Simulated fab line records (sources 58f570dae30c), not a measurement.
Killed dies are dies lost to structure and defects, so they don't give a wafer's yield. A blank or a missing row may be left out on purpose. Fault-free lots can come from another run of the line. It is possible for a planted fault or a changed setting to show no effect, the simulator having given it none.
Code-filled problem report in 8D (eight disciplines) form | flow berkeley_cmos170 | the parts of the form that need people (team, actions taken, sign-off) are left out

1. WHAT WENT WRONG
SILICIDE_TI_RS at UCB170_SILICIDE_RS_MEAS_02 reads a mean of 31.4 ohm/sq on 1 wafer of 1 lot; wafers without a fault read 26.0 ohm/sq with a standard deviation of 0.38. That is +14 standard deviations from the usual mean.
The step: measures by four-point-probe.
The first sign was on wafer L839.3 at day 12 07:31, on film_metro-03. The record has a number at this step for 39 wafers belonging to 13 lots. Rule for "out" (also "out of limits"): further than 4 standard deviations from the usual mean. Any other wafer with a number is counted as sound.

2. WHAT IT IS AND WHAT IT IS NOT
question                    | is                | is not
which readings at this step | SILICIDE_TI_RS    | -
which lots                  | L839              | L823, L824, L825, L827, L828, L829, L830, L831, L835, L842, L845, L846
which wafers of those lots  | L839.3            | L839.4, L839.5
read on which gauges        | film_metro-03     | film_metro-01, film_metro-04
when                        | from day 12 07:31 | up to then (29 sound wafers); but 9 sound wafers of L842, L845, L846 came after

3. SUSPECTS, AND WHAT RULES EACH OUT
Counting: a tool at a process step up to the reading stays a suspect if it ran every lot that is out. Sound lots after the first of them don't rule it out here, since some wafers of a struck lot are sound.
- the gauge at UCB170_SILICIDE_RS_MEAS_02: kept. All the wafers that are out were read on film_metro-03, and no step on other tools shows them out.
- pvd_sputter-02 at UCB170_SILICIDE_SPUTTER_01 (material Ti, target thk 30 nm, time 25 s): kept. It ran the lot that is out, L839 (day 12 07:26); its last sound lot up to then is L835 (day 11 03:13).
After counting, pvd_sputter-02 at UCB170_SILICIDE_SPUTTER_01 and film_metro-03 at UCB170_SILICIDE_RS_MEAS_02 remain.

4. THE CAUSE (what the simulator had put in)
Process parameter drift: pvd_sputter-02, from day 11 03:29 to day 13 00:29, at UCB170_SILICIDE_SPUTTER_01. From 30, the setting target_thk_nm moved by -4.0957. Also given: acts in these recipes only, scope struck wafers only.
2 suspects survive the count, and this tool is in that group.

5. SEQUENCE OF EFFECTS, ordered by route
One row per reading whose mean, taken over the struck wafers that have a number, lies over 3 standard deviations from the usual. Only readings for which the record gives a usual standard deviation are gone through. hours: the time from each lot's start at the first step in this table that gives one to its start at this step, as a median over the lots. sigmas: the change in usual standard deviations.
hours | step                        | reading         | usual       | on struck wafers | change | sigmas
0     | UCB170_SILICIDE_RS_MEAS_02  | SILICIDE_TI_RS  | 26.0 ohm/sq | 31.4             | +5.4   | +14
0     | UCB170_SILICIDE_THK_MEAS_03 | SILICIDE_TI_THK | 29.9 nm     | 25.5             | -4.4   | -12

6. WHAT WOULD HAVE CAUGHT IT SOONER
Counted from the fault's start at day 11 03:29, it took 28 hours until the first out-of-limits reading at a measuring or inspecting step in this record, taken at day 12 07:31.
Tool readings at UCB170_SILICIDE_SPUTTER_01 with a usual standard deviation given in the record: none out on any struck wafer, hence no alarm at a limit of 4 standard deviations on them.
All the lots that are out (1) had begun UCB170_SILICIDE_SPUTTER_01 on pvd_sputter-02 by day 12 07:31. A hold on the tool at that time would have spared none of them.
